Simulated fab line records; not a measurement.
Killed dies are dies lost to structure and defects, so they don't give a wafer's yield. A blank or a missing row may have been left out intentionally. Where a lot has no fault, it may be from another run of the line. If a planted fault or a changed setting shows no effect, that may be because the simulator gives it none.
fab line records	flow berkeley_cmos170
[record] lots = 5	wafers = 23
route steps=331 shown V2@294 M3@327
start_h: start of the lot's first displayed wafer, in hours after the record's first day	wait_h: hours from the lot's prior step to this one	" identical to the entry in the row above	L1.1+2: several wafers, shown together as one row	- no value, or no start given	* or withheld: withheld	< > ~ a bound
route shown NAME@n: names a module that has steps shown in the file, with the first one's number in the route	usual: average and standard deviation across the fault-free wafers	same: alike in all rows	chamber/n: place in a boat	sites: readings site by site	_std_site: their standard deviation	_edge_site: the outer-site mean with the inner-site mean subtracted	radius_mm: for every site, how far away it sits from the centre of the wafer	mask NAME#n: copy n	behind: the last tool/chamber to shape the wafer	hold: reason for holding the lot/hours on hold/outcome of the hold	device: the n, p or np transistor that did not switch	end of line: tests of these same wafers at the route's end	step lacking rows: just its recipe	killed: count of dies lost to structure and defects at first sort (not the wafer's yield)	map: per-die view of a wafer (x killed, . not killed, _ where there is no die)
set.NAME: the run value of the setting; set.NAME@STEP: its run value at that earlier step	model.NAME: the simulator's own value behind a step, which no gauge read
lots where settings were altered on purpose, with a table for each step and a row for each wafer
[[steps]]
[step UCB170_V2_CMP_02]
[recipe] material = SiO2	down_force_psi = 6	platen_rpm = 60	pad_velocity_m_s = 0.75398
lot.wafer	tool	chamber	start_h	wait_h	set.leave_above_ref_nm	model.SiO2_of_V2_CVD_00.thk_nm
L075.3	cmp-02	0	193.41	0.0	1069	1070
L075.1	"	1	"	"	1069	1069
L075.4	"	2	"	"	1000	1002
L075.2	"	3	"	"	1069	1068
L075.5	"	1	"	"	1000	998.8
L077.4	cmp-01	1	193.68	0.0	1000	999.1
L077.2	"	2	"	"	1000	999.4
L077.3	"	3	"	"	1000	999.6
L078.1+2+5+6	cmp-02	0,3,0,1	211.93	0.1	1000	1000
L078.3	"	1	"	"	1000	999.4
L080.2	cmp-02	1	216.04	0.0	1000	999.5
L080.1	"	3	"	"	1000	1000
L080.3+6	"	0,2	"	"	1000	1002
L080.5	"	1	"	"	1000	999.8
L084.3	cmp-02	1	230.68	0.0	1000	999.7
L084.2+1	"	2,3	"	"	1052	1052
L084.4	"	0	"	"	1052	1053
L084.6	"	2	"	"	1000	1001
[step UCB170_V2_THK_MEAS_04]
[recipe] reads = SiO2_of_V2_CVD_00
[usual] V2_POLISHED_THK = 1000.4/1.1
lot.wafer	tool	chamber	start_h	wait_h	set.leave_above_ref_nm@V2_CMP_02	V2_POLISHED_THK[nm]
L075.1	film_metro-03	-	193.83	0.1	1069	1067.6
L075.2	"	-	"	"	1069	1067.8
L075.3	"	-	"	"	1069	1071.0
L075.4	"	-	"	"	1000	1001.8
L075.5	"	-	"	"	1000	999.1
L077.2	film_metro-04	-	194.11	0.1	1000	1000.0
L077.3	"	-	"	"	1000	1000.4
L077.4	"	-	"	"	1000	998.7
L078.1	film_metro-04	-	212.35	0.1	1000	1000.5
L078.2	"	-	"	"	1000	999.7
L078.3	"	-	"	"	1000	999.3
L078.5	"	-	"	"	1000	1001.0
L078.6	"	-	"	"	1000	1000.6
L080.1	film_metro-04	-	216.46	0.1	1000	999.6
L080.2	"	-	"	"	1000	999.4
L080.3	"	-	"	"	1000	1002.0
L080.5	"	-	"	"	1000	1000.6
L080.6	"	-	"	"	1000	1001.7
L084.1	film_metro-04	-	231.10	0.1	1052	1053.2
L084.2	"	-	"	"	1052	1052.7
L084.3	"	-	"	"	1000	999.5
L084.4	"	-	"	"	1052	1052.8
L084.6	"	-	"	"	1000	1000.7
[step UCB170_V2_ETCH_14]
[recipe] chemistry = CHF3/CF4/Ar	target = SiO2	stop_on = Al	CHF3_flow_sccm = 45	cf4_flow_sccm = 15	Ar_flow_sccm = 150	pressure_mtorr = 200	rf_w = 700	target_depth_a = 12500	over_etch_frac = 0.25	time_s = 291
lot.wafer	tool	chamber	start_h	wait_h	set.over_etch_frac	set.time_s@M2_SPUTTER_01	set.leave_above_ref_nm@V2_CMP_02	model.V2.feature_depth_nm	model.etch.depth_nm	model.Al_of_M2_SPUTTER_01.thk_nm
L075.1	rie_diel-01	2	196.46	0.0	0.25	105.5	1069	1069	-	797.2
L075.2	"	1	"	"	0.1946	105.5	1069	1068	-	792.7
L075.3	"	3	"	"	0.25	120	1069	1070	1070	903.3
L075.4	"	2	"	"	0.25	120	1000	1003	1002	894
L075.5	"	3	"	"	0.1946	120	1000	998.8	998.8	899.6
L077.2	rie_diel-02	2	196.73	0.0	0.25	120	1000	999.4	999.4	883.8
L077.3	"	0	"	"	0.25	120	1000	999.6	999.6	888.5
L077.4	"	3	"	"	0.25	120	1000	999.2	999.1	880.7
L078.1	rie_diel-04	1	215.10	0.0	0.25	120	1000	1000	1000	888.3
L078.2	"	2	"	"	0.3127	120	1000	1002	1000	881.9
L078.3	"	3	"	"	0.3127	138	1000	1001	-	1024
L078.5	"	2	"	"	0.25	138	1000	1001	-	1040
L078.6	"	1	"	"	0.3127	138	1000	1002	-	1022
L080.1	rie_diel-04	0	219.13	0.0	0.2802	120	1000	1001	1000	900.1
L080.2	"	1	"	"	0.25	120	1000	999.5	999.5	882.2
L080.3	"	2	"	"	0.25	120	1000	1002	1002	871.4
L080.5	"	1	"	"	0.25	106.4	1000	999.8	-	792
L080.6	"	2	"	"	0.2802	106.4	1000	1003	-	781.4
L084.1	rie_diel-02	0	233.64	0.0	0.25	120	1052	1052	1052	902.9
L084.2	"	3	"	"	0.25	120	1052	1053	1052	896.3
L084.3	"	1	"	"	0.25	120	1000	999.7	999.7	892.2
L084.4	"	2	"	"	0.25	120	1052	1053	1053	900.6
L084.6	"	2	"	"	0.25	120	1000	1001	1001	899.7
[step UCB170_V2_STRIP_15]
[recipe] chemistry = O2	power_w = 400	pressure_mtorr = 3500	platen_temp_c = withheld	o2_flow_sccm = 400	overash_fraction = 0.5
[usual] strip_time_to_endpoint_s = 15.32/0.11
lot.wafer	tool	chamber	start_h	wait_h	set.over_etch_frac@V2_ETCH_14	strip_time_to_endpoint_s
L075.1	plasma_asher-01	0	196.64	0.1	0.25	15.11
L075.2	"	1	"	"	0.1946	15.67
L075.3	"	0	"	"	0.25	15.23
L075.4	"	1	"	"	0.25	15.12
L075.5	"	1	"	"	0.1946	15.42
L077.2	plasma_asher-01	0	196.91	0.1	0.25	15.41
L077.3	"	1	"	"	0.25	15.43
L077.4	"	0	"	"	0.25	15.34
L078.1	plasma_asher-02	1	215.28	0.1	0.25	15.37
L078.2	"	0	"	"	0.3127	14.94
L078.3	"	1	"	"	0.3127	14.96
L078.5	"	0	"	"	0.25	15.23
L078.6	"	1	"	"	0.3127	14.96
L080.1	plasma_asher-03	0	219.30	0.1	0.2802	15.38
L080.2	"	1	"	"	0.25	15.49
L080.3	"	1	"	"	0.25	15.33
L080.5	"	1	"	"	0.25	15.52
L080.6	"	0	"	"	0.2802	15.14
L084.1	plasma_asher-01	1	233.82	0.1	0.25	15.25
L084.2	"	0	"	"	0.25	15.24
L084.3	"	0	"	"	0.25	15.18
L084.4	"	1	"	"	0.25	15.24
L084.6	"	1	"	"	0.25	15.31
[step UCB170_M3_METAL_ETCH_18]
[recipe] chemistry = Cl2/BCl3	target = Al	stop_on = SiO2	pressure_mtorr = 12	target_depth_a = 11700	over_etch_frac = 0.3	time_s = 195	icp_w = 600	bias_w = 120	Cl2_flow_sccm = 90	bcl3_flow_sccm = 45
lot.wafer	tool	chamber	start_h	wait_h	set.over_etch_frac	set.leave_above_ref_nm@V2_CMP_02	model.SiO2_of_V2_CVD_00.thk_nm
L075.1	rie_metal-03	0	199.08	-	0.3	1069	1004
L075.2	"	1	"	"	0.3	1069	1006
L075.3	"	1	"	"	0.3	1069	1009
L075.4	"	0	"	"	0.3	1000	938
L075.5	"	0	"	"	0.3	1000	935
L077.2	rie_metal-04	0	199.36	-	0.3	1000	936
L077.3	"	0	"	"	0.3	1000	936.2
L077.4	"	1	"	"	0.3	1000	936.6
L078.1	rie_metal-03	0	220.18	-	0.3	1000	935.5
L078.2	"	1	"	"	0.3	1000	938.5
L078.3	"	1	"	"	0.3	1000	938
L078.5	"	0	"	"	0.3	1000	935.7
L078.6	"	1	"	"	0.3	1000	938.4
L080.1+2	rie_metal-04	0,1	222.24	-	0.3	1000	936.9
L080.3	"	1	"	"	0.2688	1000	940.8
L080.5	"	1	"	"	0.2688	1000	939.1
L080.6	"	0	"	"	0.3	1000	938.4
L084.1	rie_metal-03	0	236.98	-	0.3	1052	987.5
L084.2	"	1	"	"	0.2475	1052	993.6
L084.3	"	1	"	"	0.2475	1000	940.3
L084.4	"	0	"	"	0.3	1052	988.7
L084.6	"	0	"	"	0.2475	1000	938.9
[[key]]
[split] step = UCB170_V2_CMP_02	setting = leave_above_ref_nm	stated = 1000	by = wafer
[response] step = UCB170_V2_CMP_02	reading = model.SiO2_of_V2_CVD_00.thk_nm	change = +9.94	per = 1%	r = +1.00
[response] step = UCB170_V2_THK_MEAS_04	reading = V2_POLISHED_THK	change = +10	per = 1%	r = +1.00
[response] step = UCB170_V2_ETCH_14	reading = model.V2.feature_depth_nm	change = +9.94	per = 1%	r = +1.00
[response] step = UCB170_V2_ETCH_14	reading = model.etch.depth_nm	change = +10	per = 1%	r = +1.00
[response] step = UCB170_M3_METAL_ETCH_18	reading = model.SiO2_of_V2_CVD_00.thk_nm	change = +9.97	per = 1%	r = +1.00
[split] step = UCB170_V2_ETCH_14	setting = over_etch_frac	stated = 0.25	by = wafer
[response] step = UCB170_V2_STRIP_15	reading = strip_time_to_endpoint_s	change = *	per = 1%	r = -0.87
[split] step = UCB170_M3_METAL_ETCH_18	setting = over_etch_frac	stated = 0.3	by = wafer
response none clear
split outside_this_file step=UCB170_M2_SPUTTER_01 setting=time_s
// split outside_this_file: this setting was split too, and the file shows its column; the key of that split is in another file
